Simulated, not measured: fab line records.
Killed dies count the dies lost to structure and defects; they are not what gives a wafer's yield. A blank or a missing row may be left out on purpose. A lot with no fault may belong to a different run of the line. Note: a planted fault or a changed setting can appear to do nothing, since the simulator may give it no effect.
Lot-split experiment	flow berkeley-cmos170	on a route of 331 steps: 5 lots, 23 wafers read

THE SPLIT ITSELF
At UCB170_SCREENOX_OXIDATION_01 (target thk 14.4 nm, ox time 2400 s), the setting temp-c was moved away from the recipe's 900 C on 20 of the 23 wafers read, by -2.6% to -1.1%. All remaining wafers had this setting at the recipe value.

Between the split and the reading, the file records no step.

THE READING
At UCB170_SCREENOX_THK_MEAS_02: SCREENOX_OXIDE_THK, given in nm. Typical for fault-free wafers on this fab line: 14.52 nm, with standard deviation 0.27 nm.

wafer	tool, chamber at the split	temp-c as run, C	against the recipe	SCREENOX_OXIDE_THK, nm	against lot-mates on the recipe
L075.2	-, -	890.3	-1.1%	12.98	no lot-mate on the recipe
L075.3	-, -	890.3	-1.1%	13.07	no lot-mate on the recipe
L075.4	-, -	890.3	-1.1%	13.01	no lot-mate on the recipe
L075.5	-, -	890.3	-1.1%	12.99	no lot-mate on the recipe
L075.6	-, -	890.3	-1.1%	13.22	no lot-mate on the recipe
L077.1	-, -	876.6	-2.6%	11.00	no lot-mate on the recipe
L077.2	-, -	876.6	-2.6%	11.39	no lot-mate on the recipe
L077.3	-, -	876.6	-2.6%	11.24	no lot-mate on the recipe
L077.4	-, -	876.6	-2.6%	10.92	no lot-mate on the recipe
L077.6	-, -	876.6	-2.6%	11.21	no lot-mate on the recipe
L078.2	-, -	886.5	-1.5%	12.91	no lot-mate on the recipe
L078.3	-, -	886.5	-1.5%	12.91	no lot-mate on the recipe
L078.4	-, -	886.5	-1.5%	12.53	no lot-mate on the recipe
L078.5	-, -	886.5	-1.5%	12.60	no lot-mate on the recipe
L078.6	-, -	886.5	-1.5%	13.02	no lot-mate on the recipe
L082.3	furnace-02, 0	900	recipe	14.48	-
L082.5	furnace-02, 0	900	recipe	14.87	-
L082.6	furnace-02, 0	900	recipe	14.60	-
L080.1	-, -	886.3	-1.5%	12.61	no lot-mate on the recipe
L080.2	-, -	886.3	-1.5%	12.62	no lot-mate on the recipe
L080.3	-, -	886.3	-1.5%	12.53	no lot-mate on the recipe
L080.4	-, -	886.3	-1.5%	12.58	no lot-mate on the recipe
L080.6	-, -	886.3	-1.5%	12.45	no lot-mate on the recipe

FIT RESULTS
A straight line over all 23 wafers: SCREENOX_OXIDE_THK changes by +1.32 nm for each +1% of temp-c; r = +0.99; the points scatter about the line by 0.18 nm.
Too few moved wafers with a lot-mate on the recipe to fit a line net of each lot's own level.

THE WHOLE CHAIN: every reading that the file lists as answering this split, in the file's order
step	what it does	reading	change (the file's fit)	r (the file's)
UCB170_SCREENOX_OXIDATION_01	target thk 14.4 nm, ox time 2400 s	SiO2_of_SCREENOX_OXIDATION_01.thk-nm (the simulator's own value, which no gauge read)	+1.32 nm for each +1% of the setting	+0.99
UCB170_SCREENOX_THK_MEAS_02		SCREENOX_OXIDE_THK	+1.32 for each +1% of the setting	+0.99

FILE'S OWN FIT
SCREENOX_OXIDE_THK changes by +1.32 nm for each +1% of temp-c, r = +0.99.
